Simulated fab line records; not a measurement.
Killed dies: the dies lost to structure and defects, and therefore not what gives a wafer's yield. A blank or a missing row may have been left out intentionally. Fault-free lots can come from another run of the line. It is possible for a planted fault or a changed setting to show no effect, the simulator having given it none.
The tool behind it: which one? :: flow berkeley-cmos170 :: 7 lots, 21 wafers sampled, at 2 steps of a route of 331

== WHAT THE GAUGES SHOWED, per wafer ==
UCB170_NWELL_THK_MEAS_05.
lot: L812
measured: day 3 01:30
on: film-metro-02
NWELL_NITRIDE_THK (nm): 227.0 226.7 228.6

lot: L814
measured: day 3 06:39
on: film-metro-02
NWELL_NITRIDE_THK (nm): 228.0 226.1 228.0

lot: L817
measured: day 3 20:37
on: film-metro-02
NWELL_NITRIDE_THK (nm): 227.1 227.9 228.1

lot: L822
measured: day 4 18:41
on: film-metro-03
NWELL_NITRIDE_THK (nm): 227.5 227.9 227.1

lot: L826
measured: day 5 14:46
on: film-metro-02
NWELL_NITRIDE_THK (nm): 193.4 193.8 194.7

lot: L828
measured: day 6 09:58
on: film-metro-03
NWELL_NITRIDE_THK (nm): 224.6 227.2 228.5

lot: L832
measured: day 7 07:58
on: film-metro-03
NWELL_NITRIDE_THK (nm): 224.8 225.4 225.5

== WHAT TOOL EACH LOT RAN ON (gives the tool, then ch and the chambers of the sampled wafers, and finally the start) ==
lot: L812
UCB170_NWELL_CVD_04: lpcvd-02 ch 0, day 2 23:33

lot: L814
UCB170_NWELL_CVD_04: lpcvd-02 ch 1, day 3 04:42

lot: L817
UCB170_NWELL_CVD_04: lpcvd-01 ch 0, day 3 18:40

lot: L822
UCB170_NWELL_CVD_04: lpcvd-02 ch 1, day 4 16:45

lot: L826
UCB170_NWELL_CVD_04: lpcvd-02 ch 1, day 5 12:50

lot: L828
UCB170_NWELL_CVD_04: lpcvd-01 ch 0, day 6 08:02

lot: L832
UCB170_NWELL_CVD_04: lpcvd-01 ch 1, day 7 06:02
- UCB170_NWELL_CVD_04: deposits Si3N4 from SiH2Cl2/NH3, target thk 224 nm, time 3360 s.

== THE ANSWER, worked out from the rows above alone ==
Rule: what is usual is taken from the lots themselves. The widest of any qualifying gaps counts: lots, ordered by their means at a reading, are off when they make up no more than a third of the lots, leave a main group of 4 or more, and stand apart from it by 3 or more times the standard deviation of that group's means. The tables above print the reading to a certain number of digits; a main group whose means all agree to those digits is not used. A lot without any number at a reading at which 4 lots or more have one is off too. Where the step has rows for the other lots, those lots are counted as sound.
Off: at UCB170_NWELL_THK_MEAS_05 (NWELL_NITRIDE_THK), L826. For the main group the mean is 227.0 nm and the standard deviation 0.84.
If a tool, at a process step before that reading, ran all the lots that are off and no sound lot after the first of them, it fits. Those tools and the gauges at UCB170_NWELL_THK_MEAS_05 are tried in the same way. This does not decide it: 2 tools fit, namely lpcvd-02 at UCB170_NWELL_CVD_04 and film-metro-02 at UCB170_NWELL_THK_MEAS_05.

== WHAT THE SIMULATOR HAD PUT IN ==
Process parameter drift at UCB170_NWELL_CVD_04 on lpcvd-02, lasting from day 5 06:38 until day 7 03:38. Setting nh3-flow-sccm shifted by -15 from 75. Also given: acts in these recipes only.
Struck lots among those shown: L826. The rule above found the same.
